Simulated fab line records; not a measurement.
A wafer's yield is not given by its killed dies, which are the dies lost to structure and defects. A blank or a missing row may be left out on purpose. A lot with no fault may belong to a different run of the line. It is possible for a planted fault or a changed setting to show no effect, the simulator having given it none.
fab line records || flow berkeley_cmos170 || part 2 of 2: steps 35 to 46 of 46
[record] {"lots": 5, "wafers": 15, "last_day": 14}
route steps=331 shown PWELL@42 WELLDRIVE@55 ACTIVE@60 PFIELD@79
lots that met no fault: from a run of the same line without faults
start_h: hours from the record's first day to the start of the lot's first wafer shown || wait_h: hours since the lot's step before || " identical to the entry in the row above || L1.1+2: one row covering several wafers at once || - value missing, or start not given || * or withheld: withheld || < > ~ a bound
route shown NAME@n: names a module that has steps shown in the file, with the first one's number in the route || usual: average and standard deviation across the fault-free wafers || same: alike in all rows || chamber/n: place in a boat || sites: the reading at each site || _std_site: the values' standard deviation || _edge_site: the outer-site mean with the inner-site mean subtracted || radius_mm: for every site, how far away it sits from the centre of the wafer || mask NAME#n: copy n || behind: tool/chamber where the wafer was last shaped || hold: reason for holding the lot/hours on hold/outcome of the hold || device: the transistor (n, p or np) that didn't switch || end of line: the route-end tests of the same wafers || a step with no rows: only its recipe || killed: the dies lost at the first sort to structure and to defects; this is not the yield of the wafer || map: dies across one wafer; x = killed, . = not, _ = none there
set.NAME: setting as actually run; set.NAME@STEP: the setting as run at that earlier step || model.NAME: the simulator's own value behind a step, which no gauge read
lots seen at some steps along the route; tables by step, rows by wafer
services: a tool's chamber out of use, with start hour (start_h, from the record's first day; less than 0 if before it), hours out, and reason
[[steps]]
[step UCB170_ACTIVE_STRIP_16]
[recipe] {"chemistry": "O2", "power_w": 400, "pressure_mtorr": 3500, "platen_temp_c": "withheld", "o2_flow_sccm": 400, "overash_fraction": 0.5}
[usual] {"drypump_motor_current_A": "5.7/0.39", "oes_product_au": "0.721/0.0051", "strip_time_to_endpoint_s": "18.10/0.093"}
{"lot.wafer": "L075.2", "tool": "plasma_asher-03", "chamber": 1, "start_h": 112.41, "wait_h": 0.1, "drypump_motor_current_A": 4.9, "oes_product_au": 0.716, "rf_hours_counter_h": 37, "strip_time_to_endpoint_s": 18.04}
{"lot.wafer": "L075.3", "tool": "plasma_asher-03", "chamber": 0, "start_h": 112.41, "wait_h": 0.1, "drypump_motor_current_A": 6.1, "oes_product_au": 0.725, "rf_hours_counter_h": "-", "strip_time_to_endpoint_s": 17.99}
{"lot.wafer": "L075.5", "tool": "plasma_asher-03", "chamber": 0, "start_h": 112.41, "wait_h": 0.1, "drypump_motor_current_A": 6.1, "oes_product_au": 0.712, "rf_hours_counter_h": "-", "strip_time_to_endpoint_s": 18.06}
{"lot.wafer": "L077.2", "tool": "plasma_asher-03", "chamber": 1, "start_h": 112.69, "wait_h": 0.1, "drypump_motor_current_A": 4.9, "oes_product_au": 0.719, "rf_hours_counter_h": 37, "strip_time_to_endpoint_s": 18.07}
{"lot.wafer": "L077.3", "tool": "plasma_asher-03", "chamber": 0, "start_h": 112.69, "wait_h": 0.1, "drypump_motor_current_A": 6.1, "oes_product_au": 0.722, "rf_hours_counter_h": "-", "strip_time_to_endpoint_s": 18.02}
{"lot.wafer": "L077.4", "tool": "plasma_asher-03", "chamber": 1, "start_h": 112.69, "wait_h": 0.1, "drypump_motor_current_A": 4.9, "oes_product_au": 0.719, "rf_hours_counter_h": "-", "strip_time_to_endpoint_s": 18.11}
{"lot.wafer": "L080.4", "tool": "plasma_asher-04", "chamber": 0, "start_h": 126.28, "wait_h": 0.1, "drypump_motor_current_A": 5.4, "oes_product_au": 0.720, "rf_hours_counter_h": "-", "strip_time_to_endpoint_s": 17.89}
{"lot.wafer": "L080.5", "tool": "plasma_asher-04", "chamber": 0, "start_h": 126.28, "wait_h": 0.1, "drypump_motor_current_A": 5.4, "oes_product_au": 0.732, "rf_hours_counter_h": "-", "strip_time_to_endpoint_s": 17.96}
{"lot.wafer": "L080.6", "tool": "plasma_asher-04", "chamber": 1, "start_h": 126.28, "wait_h": 0.1, "drypump_motor_current_A": 5.6, "oes_product_au": 0.719, "rf_hours_counter_h": "-", "strip_time_to_endpoint_s": 17.94}
{"lot.wafer": "L096.3", "tool": "plasma_asher-01", "chamber": 0, "start_h": 202.63, "wait_h": 0.1, "drypump_motor_current_A": 6.1, "oes_product_au": 0.720, "rf_hours_counter_h": "-", "strip_time_to_endpoint_s": 18.02}
{"lot.wafer": "L096.4", "tool": "plasma_asher-01", "chamber": 1, "start_h": 202.63, "wait_h": 0.1, "drypump_motor_current_A": 6.0, "oes_product_au": 0.723, "rf_hours_counter_h": "-", "strip_time_to_endpoint_s": 17.95}
{"lot.wafer": "L096.6", "tool": "plasma_asher-01", "chamber": 0, "start_h": 202.63, "wait_h": 0.1, "drypump_motor_current_A": 6.1, "oes_product_au": 0.724, "rf_hours_counter_h": "-", "strip_time_to_endpoint_s": 18.03}
{"lot.wafer": "L097.3", "tool": "plasma_asher-01", "chamber": 1, "start_h": 224.52, "wait_h": 0.1, "drypump_motor_current_A": 6.0, "oes_product_au": 0.723, "rf_hours_counter_h": "-", "strip_time_to_endpoint_s": 18.09}
{"lot.wafer": "L097.4", "tool": "plasma_asher-01", "chamber": 0, "start_h": 224.52, "wait_h": 0.1, "drypump_motor_current_A": 6.1, "oes_product_au": 0.714, "rf_hours_counter_h": "-", "strip_time_to_endpoint_s": 18.10}
{"lot.wafer": "L097.6", "tool": "plasma_asher-01", "chamber": 0, "start_h": 224.52, "wait_h": 0.1, "drypump_motor_current_A": 6.1, "oes_product_au": 0.728, "rf_hours_counter_h": "-", "strip_time_to_endpoint_s": 18.14}
[step UCB170_ACTIVE_CD_MEAS_90]
[recipe] {"target_cd_nm": 1200}
[usual] {"cd_nm": "1199.6/1.3"}
{"lot.wafer": "L075.2", "tool": "cd_sem-01", "chamber": "-", "start_h": 112.53, "wait_h": 0.1, "cd_nm": 1200.1}
{"lot.wafer": "L075.3", "tool": "cd_sem-01", "chamber": "-", "start_h": 112.53, "wait_h": 0.1, "cd_nm": 1200.5}
{"lot.wafer": "L075.5", "tool": "cd_sem-01", "chamber": "-", "start_h": 112.53, "wait_h": 0.1, "cd_nm": 1198.8}
{"lot.wafer": "L077.2", "tool": "cd_sem-01", "chamber": "-", "start_h": 112.81, "wait_h": 0.1, "cd_nm": 1198.3}
{"lot.wafer": "L077.3", "tool": "cd_sem-01", "chamber": "-", "start_h": 112.81, "wait_h": 0.1, "cd_nm": 1197.4}
{"lot.wafer": "L077.4", "tool": "cd_sem-01", "chamber": "-", "start_h": 112.81, "wait_h": 0.1, "cd_nm": 1197.3}
{"lot.wafer": "L080.4", "tool": "cd_sem-01", "chamber": "-", "start_h": 126.41, "wait_h": 0.1, "cd_nm": 1200.3}
{"lot.wafer": "L080.5", "tool": "cd_sem-01", "chamber": "-", "start_h": 126.41, "wait_h": 0.1, "cd_nm": 1199.4}
{"lot.wafer": "L080.6", "tool": "cd_sem-01", "chamber": "-", "start_h": 126.41, "wait_h": 0.1, "cd_nm": 1199.8}
{"lot.wafer": "L096.3", "tool": "cd_sem-02", "chamber": "-", "start_h": 202.75, "wait_h": 0.1, "cd_nm": 1201.1}
{"lot.wafer": "L096.4", "tool": "cd_sem-02", "chamber": "-", "start_h": 202.75, "wait_h": 0.1, "cd_nm": 1200.5}
{"lot.wafer": "L096.6", "tool": "cd_sem-02", "chamber": "-", "start_h": 202.75, "wait_h": 0.1, "cd_nm": 1201.9}
{"lot.wafer": "L097.3", "tool": "cd_sem-01", "chamber": "-", "start_h": 224.74, "wait_h": 0.2, "cd_nm": 1196.2}
{"lot.wafer": "L097.4", "tool": "cd_sem-01", "chamber": "-", "start_h": 224.74, "wait_h": 0.2, "cd_nm": 1198.4}
{"lot.wafer": "L097.6", "tool": "cd_sem-01", "chamber": "-", "start_h": 224.74, "wait_h": 0.2, "cd_nm": 1198.0}
[step UCB170_ACTIVE_CLEAN_17]
[recipe] {"chemistry": "SPM", "temp_c": 120, "time_s": 600}
{"lot.wafer": "L075.2+3+5", "tool": "wet_bench-01", "chamber": 3, "start_h": 112.71, "wait_h": 0.2}
{"lot.wafer": "L077.2+3+4", "tool": "wet_bench-01", "chamber": 0, "start_h": 113.06, "wait_h": 0.2}
{"lot.wafer": "L080.4+5+6", "tool": "wet_bench-04", "chamber": 0, "start_h": 126.47, "wait_h": 0.0}
{"lot.wafer": "L096.3+4+6", "tool": "wet_bench-04", "chamber": 1, "start_h": 202.83, "wait_h": 0.1}
{"lot.wafer": "L097.3+4+6", "tool": "wet_bench-01", "chamber": 3, "start_h": 224.82, "wait_h": 0.1}
[step UCB170_PFIELD_HMDS_00]
[recipe] {"prime_time_s": 60, "prime_temp_c": 100}
{"lot.wafer": "L075.2+3+5", "tool": "litho_track-04", "chamber": 0, "start_h": 113.37, "wait_h": 0.5}
{"lot.wafer": "L077.2+3+4", "tool": "litho_track-02", "chamber": 0, "start_h": 113.63, "wait_h": 0.4}
{"lot.wafer": "L080.4+5+6", "tool": "litho_track-02", "chamber": 0, "start_h": 126.74, "wait_h": 0.1}
{"lot.wafer": "L096.3+4+6", "tool": "litho_track-04", "chamber": 0, "start_h": 203.45, "wait_h": 0.4}
{"lot.wafer": "L097.3+4+6", "tool": "litho_track-04", "chamber": 0, "start_h": 225.04, "wait_h": 0.1}
[step UCB170_PFIELD_COAT_01]
[recipe] {"resist": "KrF", "spin_rpm": 1500, "resist_thk_nm": 900}
{"lot.wafer": "L075.2+3+5", "tool": "litho_track-04", "chamber": 0, "start_h": 113.52, "wait_h": 0.1}
{"lot.wafer": "L077.2+3+4", "tool": "litho_track-02", "chamber": 0, "start_h": 113.78, "wait_h": 0.1}
{"lot.wafer": "L080.4+5+6", "tool": "litho_track-02", "chamber": 0, "start_h": 126.89, "wait_h": 0.1}
{"lot.wafer": "L096.3+4+6", "tool": "litho_track-04", "chamber": 0, "start_h": 203.60, "wait_h": 0.1}
{"lot.wafer": "L097.3+4+6", "tool": "litho_track-04", "chamber": 0, "start_h": 225.19, "wait_h": 0.1}
[step UCB170_PFIELD_SOFTBAKE_02]
[recipe] {"resist": "KrF", "temp_c": 130, "time_s": 60}
{"lot.wafer": "L075.2+3+5", "tool": "litho_track-04", "chamber": 0, "start_h": 113.67, "wait_h": 0.1}
{"lot.wafer": "L077.2+3+4", "tool": "litho_track-02", "chamber": 0, "start_h": 113.93, "wait_h": 0.1}
{"lot.wafer": "L080.4+5+6", "tool": "litho_track-02", "chamber": 0, "start_h": 127.04, "wait_h": 0.1}
{"lot.wafer": "L096.3+4+6", "tool": "litho_track-04", "chamber": 0, "start_h": 203.75, "wait_h": 0.1}
{"lot.wafer": "L097.3+4+6", "tool": "litho_track-04", "chamber": 0, "start_h": 225.34, "wait_h": 0.1}
[step UCB170_PFIELD_EXPOSE_03]
[recipe] {"mask_id": "PFIELD", "na": 0.5, "sigma_outer": 0.6, "source_shape": "conventional", "target_cd_nm": 1500, "dose_mj": 30}
[usual] {"exposure_dose_mJ_cm2": "29.993/0.028", "focus_offset_nm": "0.0/0.55"}
{"lot.wafer": "L075.2", "tool": "krf_scanner-02", "chamber": 0, "start_h": 114.06, "wait_h": 0.4, "mask": "PFIELD#0", "exposure_dose_mJ_cm2": 29.953, "focus_offset_nm": -0.1}
{"lot.wafer": "L075.3", "tool": "krf_scanner-02", "chamber": 0, "start_h": 114.06, "wait_h": 0.4, "mask": "PFIELD#0", "exposure_dose_mJ_cm2": 29.971, "focus_offset_nm": 0.7}
{"lot.wafer": "L075.5", "tool": "krf_scanner-02", "chamber": 0, "start_h": 114.06, "wait_h": 0.4, "mask": "PFIELD#0", "exposure_dose_mJ_cm2": 30.005, "focus_offset_nm": 0.9}
{"lot.wafer": "L077.2", "tool": "krf_scanner-01", "chamber": 0, "start_h": 114.30, "wait_h": 0.3, "mask": "PFIELD#0", "exposure_dose_mJ_cm2": 29.989, "focus_offset_nm": -0.2}
{"lot.wafer": "L077.3", "tool": "krf_scanner-01", "chamber": 0, "start_h": 114.30, "wait_h": 0.3, "mask": "PFIELD#0", "exposure_dose_mJ_cm2": 30.009, "focus_offset_nm": -0.9}
{"lot.wafer": "L077.4", "tool": "krf_scanner-01", "chamber": 0, "start_h": 114.30, "wait_h": 0.3, "mask": "PFIELD#0", "exposure_dose_mJ_cm2": 30.001, "focus_offset_nm": -0.2}
{"lot.wafer": "L080.4", "tool": "krf_scanner-02", "chamber": 0, "start_h": 127.29, "wait_h": 0.2, "mask": "PFIELD#0", "exposure_dose_mJ_cm2": 29.991, "focus_offset_nm": 0.3}
{"lot.wafer": "L080.5", "tool": "krf_scanner-02", "chamber": 0, "start_h": 127.29, "wait_h": 0.2, "mask": "PFIELD#0", "exposure_dose_mJ_cm2": 30.009, "focus_offset_nm": -0.1}
{"lot.wafer": "L080.6", "tool": "krf_scanner-02", "chamber": 0, "start_h": 127.29, "wait_h": 0.2, "mask": "PFIELD#0", "exposure_dose_mJ_cm2": 30.003, "focus_offset_nm": -0.6}
{"lot.wafer": "L096.3", "tool": "krf_scanner-01", "chamber": 0, "start_h": 204.02, "wait_h": 0.2, "mask": "PFIELD#0", "exposure_dose_mJ_cm2": 29.964, "focus_offset_nm": -0.6}
{"lot.wafer": "L096.4", "tool": "krf_scanner-01", "chamber": 0, "start_h": 204.02, "wait_h": 0.2, "mask": "PFIELD#0", "exposure_dose_mJ_cm2": 29.948, "focus_offset_nm": -0.3}
{"lot.wafer": "L096.6", "tool": "krf_scanner-01", "chamber": 0, "start_h": 204.02, "wait_h": 0.2, "mask": "PFIELD#0", "exposure_dose_mJ_cm2": 30.011, "focus_offset_nm": -1.4}
{"lot.wafer": "L097.3", "tool": "krf_scanner-02", "chamber": 0, "start_h": 225.48, "wait_h": 0.1, "mask": "PFIELD#0", "exposure_dose_mJ_cm2": 30.031, "focus_offset_nm": -0.3}
{"lot.wafer": "L097.4", "tool": "krf_scanner-02", "chamber": 0, "start_h": 225.48, "wait_h": 0.1, "mask": "PFIELD#0", "exposure_dose_mJ_cm2": 30.051, "focus_offset_nm": 0.1}
{"lot.wafer": "L097.6", "tool": "krf_scanner-02", "chamber": 0, "start_h": 225.48, "wait_h": 0.1, "mask": "PFIELD#0", "exposure_dose_mJ_cm2": 30.003, "focus_offset_nm": 0.0}
[step UCB170_PFIELD_PEB_04]
[recipe] {"peb_temp_c": 130, "peb_time_s": "withheld", "resist": "KrF"}
{"lot.wafer": "L075.2+3+5", "tool": "litho_track-04", "chamber": 0, "start_h": 114.82, "wait_h": 0.7}
{"lot.wafer": "L077.2+3+4", "tool": "litho_track-02", "chamber": 0, "start_h": 114.98, "wait_h": 0.7}
{"lot.wafer": "L080.4+5+6", "tool": "litho_track-02", "chamber": 0, "start_h": 127.91, "wait_h": 0.6}
{"lot.wafer": "L096.3+4+6", "tool": "litho_track-02", "chamber": 0, "start_h": 204.77, "wait_h": 0.7}
{"lot.wafer": "L097.3+4+6", "tool": "litho_track-04", "chamber": 0, "start_h": 225.94, "wait_h": 0.4}
[step UCB170_PFIELD_DEVELOP_05]
[recipe] {"developer": "TMAH", "develop_time_s": 45, "resist": "KrF", "dev_temp_c": 21}
{"lot.wafer": "L075.2+3+5", "tool": "litho_track-04", "chamber": 0, "start_h": "-", "wait_h": "-"}
{"lot.wafer": "L077.2+3+4", "tool": "litho_track-02", "chamber": 0, "start_h": "-", "wait_h": "-"}
{"lot.wafer": "L080.4+5+6", "tool": "litho_track-02", "chamber": 0, "start_h": "-", "wait_h": "-"}
{"lot.wafer": "L096.3+4+6", "tool": "litho_track-02", "chamber": 0, "start_h": "-", "wait_h": "-"}
{"lot.wafer": "L097.3+4+6", "tool": "litho_track-04", "chamber": 0, "start_h": "-", "wait_h": "-"}
[step UCB170_PFIELD_OVL_MEAS_06]
[usual] {"PFIELD_OVL": "-5/4.6"}
{"lot.wafer": "L075.2", "tool": "overlay-01", "chamber": "-", "start_h": 115.08, "wait_h": "-", "PFIELD_OVL[nm]": -14}
{"lot.wafer": "L075.3", "tool": "overlay-01", "chamber": "-", "start_h": 115.08, "wait_h": "-", "PFIELD_OVL[nm]": -9}
{"lot.wafer": "L075.5", "tool": "overlay-01", "chamber": "-", "start_h": 115.08, "wait_h": "-", "PFIELD_OVL[nm]": -11}
{"lot.wafer": "L077.2", "tool": "overlay-01", "chamber": "-", "start_h": 115.24, "wait_h": "-", "PFIELD_OVL[nm]": -2}
{"lot.wafer": "L077.3", "tool": "overlay-01", "chamber": "-", "start_h": 115.24, "wait_h": "-", "PFIELD_OVL[nm]": -14}
{"lot.wafer": "L077.4", "tool": "overlay-01", "chamber": "-", "start_h": 115.24, "wait_h": "-", "PFIELD_OVL[nm]": -2}
{"lot.wafer": "L080.4", "tool": "overlay-01", "chamber": "-", "start_h": 128.13, "wait_h": "-", "PFIELD_OVL[nm]": -10}
{"lot.wafer": "L080.5", "tool": "overlay-01", "chamber": "-", "start_h": 128.13, "wait_h": "-", "PFIELD_OVL[nm]": -7}
{"lot.wafer": "L080.6", "tool": "overlay-01", "chamber": "-", "start_h": 128.13, "wait_h": "-", "PFIELD_OVL[nm]": -3}
{"lot.wafer": "L096.3", "tool": "overlay-01", "chamber": "-", "start_h": 205.01, "wait_h": "-", "PFIELD_OVL[nm]": 3}
{"lot.wafer": "L096.4", "tool": "overlay-01", "chamber": "-", "start_h": 205.01, "wait_h": "-", "PFIELD_OVL[nm]": 6}
{"lot.wafer": "L096.6", "tool": "overlay-01", "chamber": "-", "start_h": 205.01, "wait_h": "-", "PFIELD_OVL[nm]": -8}
{"lot.wafer": "L097.3", "tool": "overlay-02", "chamber": "-", "start_h": 226.18, "wait_h": "-", "PFIELD_OVL[nm]": 2}
{"lot.wafer": "L097.4", "tool": "overlay-02", "chamber": "-", "start_h": 226.18, "wait_h": "-", "PFIELD_OVL[nm]": -1}
{"lot.wafer": "L097.6", "tool": "overlay-02", "chamber": "-", "start_h": 226.18, "wait_h": "-", "PFIELD_OVL[nm]": -11}
[step UCB170_PFIELD_IMPLANT_07]
[recipe] {"species": "B", "dose_cm2": 2e+13, "energy_kev": 80, "tilt_deg": 7}
{"lot.wafer": "L075.2+3+5", "tool": "implanter-03", "chamber": 0, "start_h": 115.13, "wait_h": 0.0}
{"lot.wafer": "L077.2+3+4", "tool": "implanter-04", "chamber": 0, "start_h": 115.29, "wait_h": 0.0}
{"lot.wafer": "L080.4+5+6", "tool": "implanter-01", "chamber": 0, "start_h": 128.22, "wait_h": 0.1}
{"lot.wafer": "L096.3+4+6", "tool": "implanter-03", "chamber": 0, "start_h": 205.08, "wait_h": 0.1}
{"lot.wafer": "L097.3+4+6", "tool": "implanter-01", "chamber": 0, "start_h": 226.26, "wait_h": 0.1}
[step UCB170_PFIELD_STRIP_08]
[recipe] {"chemistry": "O2", "power_w": 400, "pressure_mtorr": 3500, "platen_temp_c": "withheld", "o2_flow_sccm": 400, "overash_fraction": 0.5}
[usual] {"drypump_motor_current_A": "5.5/0.46", "oes_product_au": "0.735/0.0044", "strip_time_to_endpoint_s": "21.63/0.076"}
{"lot.wafer": "L075.2", "tool": "plasma_asher-04", "chamber": 1, "start_h": 115.26, "wait_h": 0.1, "drypump_motor_current_A": 5.6, "oes_product_au": 0.738, "rf_hours_counter_h": 33, "strip_time_to_endpoint_s": 21.55}
{"lot.wafer": "L075.3", "tool": "plasma_asher-04", "chamber": 1, "start_h": 115.26, "wait_h": 0.1, "drypump_motor_current_A": 5.7, "oes_product_au": 0.732, "rf_hours_counter_h": "-", "strip_time_to_endpoint_s": 21.62}
{"lot.wafer": "L075.5", "tool": "plasma_asher-04", "chamber": 0, "start_h": 115.26, "wait_h": 0.1, "drypump_motor_current_A": 5.4, "oes_product_au": 0.731, "rf_hours_counter_h": "-", "strip_time_to_endpoint_s": 21.53}
{"lot.wafer": "L077.2", "tool": "plasma_asher-03", "chamber": 0, "start_h": 115.42, "wait_h": 0.1, "drypump_motor_current_A": 6.1, "oes_product_au": 0.732, "rf_hours_counter_h": 37, "strip_time_to_endpoint_s": 21.60}
{"lot.wafer": "L077.3", "tool": "plasma_asher-03", "chamber": 0, "start_h": 115.42, "wait_h": 0.1, "drypump_motor_current_A": 6.1, "oes_product_au": 0.731, "rf_hours_counter_h": "-", "strip_time_to_endpoint_s": 21.62}
{"lot.wafer": "L077.4", "tool": "plasma_asher-03", "chamber": 1, "start_h": 115.42, "wait_h": 0.1, "drypump_motor_current_A": 4.9, "oes_product_au": 0.742, "rf_hours_counter_h": "-", "strip_time_to_endpoint_s": 21.67}
{"lot.wafer": "L080.4", "tool": "plasma_asher-02", "chamber": 1, "start_h": 128.33, "wait_h": 0.1, "drypump_motor_current_A": 5.8, "oes_product_au": 0.738, "rf_hours_counter_h": "-", "strip_time_to_endpoint_s": 21.59}
{"lot.wafer": "L080.5", "tool": "plasma_asher-02", "chamber": 0, "start_h": 128.33, "wait_h": 0.1, "drypump_motor_current_A": 5.0, "oes_product_au": 0.732, "rf_hours_counter_h": "-", "strip_time_to_endpoint_s": 21.70}
{"lot.wafer": "L080.6", "tool": "plasma_asher-02", "chamber": 1, "start_h": 128.33, "wait_h": 0.1, "drypump_motor_current_A": 5.8, "oes_product_au": 0.731, "rf_hours_counter_h": "-", "strip_time_to_endpoint_s": 21.66}
{"lot.wafer": "L096.3", "tool": "plasma_asher-02", "chamber": 0, "start_h": 205.21, "wait_h": 0.1, "drypump_motor_current_A": 5.0, "oes_product_au": 0.733, "rf_hours_counter_h": "-", "strip_time_to_endpoint_s": 21.62}
{"lot.wafer": "L096.4", "tool": "plasma_asher-02", "chamber": 1, "start_h": 205.21, "wait_h": 0.1, "drypump_motor_current_A": 5.8, "oes_product_au": 0.736, "rf_hours_counter_h": "-", "strip_time_to_endpoint_s": 21.60}
{"lot.wafer": "L096.6", "tool": "plasma_asher-02", "chamber": 1, "start_h": 205.21, "wait_h": 0.1, "drypump_motor_current_A": 5.8, "oes_product_au": 0.743, "rf_hours_counter_h": "-", "strip_time_to_endpoint_s": 21.57}
{"lot.wafer": "L097.3", "tool": "plasma_asher-04", "chamber": 1, "start_h": 226.39, "wait_h": 0.1, "drypump_motor_current_A": 5.7, "oes_product_au": 0.728, "rf_hours_counter_h": "-", "strip_time_to_endpoint_s": 21.57}
{"lot.wafer": "L097.4", "tool": "plasma_asher-04", "chamber": 0, "start_h": 226.39, "wait_h": 0.1, "drypump_motor_current_A": 5.4, "oes_product_au": 0.732, "rf_hours_counter_h": "-", "strip_time_to_endpoint_s": 21.64}
{"lot.wafer": "L097.6", "tool": "plasma_asher-04", "chamber": 1, "start_h": 226.39, "wait_h": 0.1, "drypump_motor_current_A": 5.7, "oes_product_au": 0.739, "rf_hours_counter_h": "-", "strip_time_to_endpoint_s": 21.61}
[[services]]
{"tool": "krf_scanner-02", "chamber": "-", "start_h": 49.18, "hours": 0.8, "kind": "pm"}
{"tool": "furnace-02", "chamber": "-", "start_h": 62.98, "hours": 3.0, "kind": "pm"}
{"tool": "furnace-01", "chamber": "-", "start_h": 69.65, "hours": 3.1, "kind": "pm"}
{"tool": "krf_scanner-02", "chamber": "-", "start_h": 74.89, "hours": 0.8, "kind": "pm"}
{"tool": "krf_scanner-01", "chamber": "-", "start_h": 96.94, "hours": 8.1, "kind": "repair"}
{"tool": "plasma_asher-02", "chamber": "-", "start_h": 108.75, "hours": 9.0, "kind": "pm"}
{"tool": "krf_scanner-01", "chamber": "-", "start_h": 110.76, "hours": 1.0, "kind": "repair"}
{"tool": "krf_scanner-01", "chamber": "-", "start_h": 115.30, "hours": 1.3, "kind": "pm"}
{"tool": "implanter-03", "chamber": "-", "start_h": 124.66, "hours": 5.6, "kind": "repair"}
{"tool": "furnace-04", "chamber": "-", "start_h": 131.16, "hours": 3.2, "kind": "pm"}
{"tool": "rie_diel-02", "chamber": 1, "start_h": 144.67, "hours": 2.2, "kind": "repair"}
{"tool": "implanter-03", "chamber": "-", "start_h": 145.16, "hours": 2.8, "kind": "pm"}
{"tool": "furnace-01", "chamber": "-", "start_h": 153.47, "hours": 2.2, "kind": "pm"}
{"tool": "implanter-03", "chamber": "-", "start_h": 157.49, "hours": 3.1, "kind": "repair"}
{"tool": "rie_diel-02", "chamber": 1, "start_h": 158.40, "hours": 6.3, "kind": "repair"}
{"tool": "krf_scanner-01", "chamber": "-", "start_h": 160.36, "hours": 0.8, "kind": "pm"}
{"tool": "krf_scanner-02", "chamber": "-", "start_h": 178.07, "hours": 1.3, "kind": "pm"}
{"tool": "krf_scanner-01", "chamber": "-", "start_h": 179.37, "hours": 3.6, "kind": "pm"}
{"tool": "rie_diel-01", "chamber": 3, "start_h": 181.72, "hours": 2.2, "kind": "repair"}
{"tool": "krf_scanner-02", "chamber": "-", "start_h": 188.21, "hours": 1.0, "kind": "pm"}
{"tool": "krf_scanner-01", "chamber": "-", "start_h": 191.54, "hours": 1.0, "kind": "pm"}
{"tool": "implanter-03", "chamber": "-", "start_h": 201.09, "hours": 1.6, "kind": "repair"}
{"tool": "krf_scanner-02", "chamber": "-", "start_h": 208.74, "hours": 2.0, "kind": "repair"}
{"tool": "furnace-01", "chamber": "-", "start_h": 213.16, "hours": 3.3, "kind": "pm"}
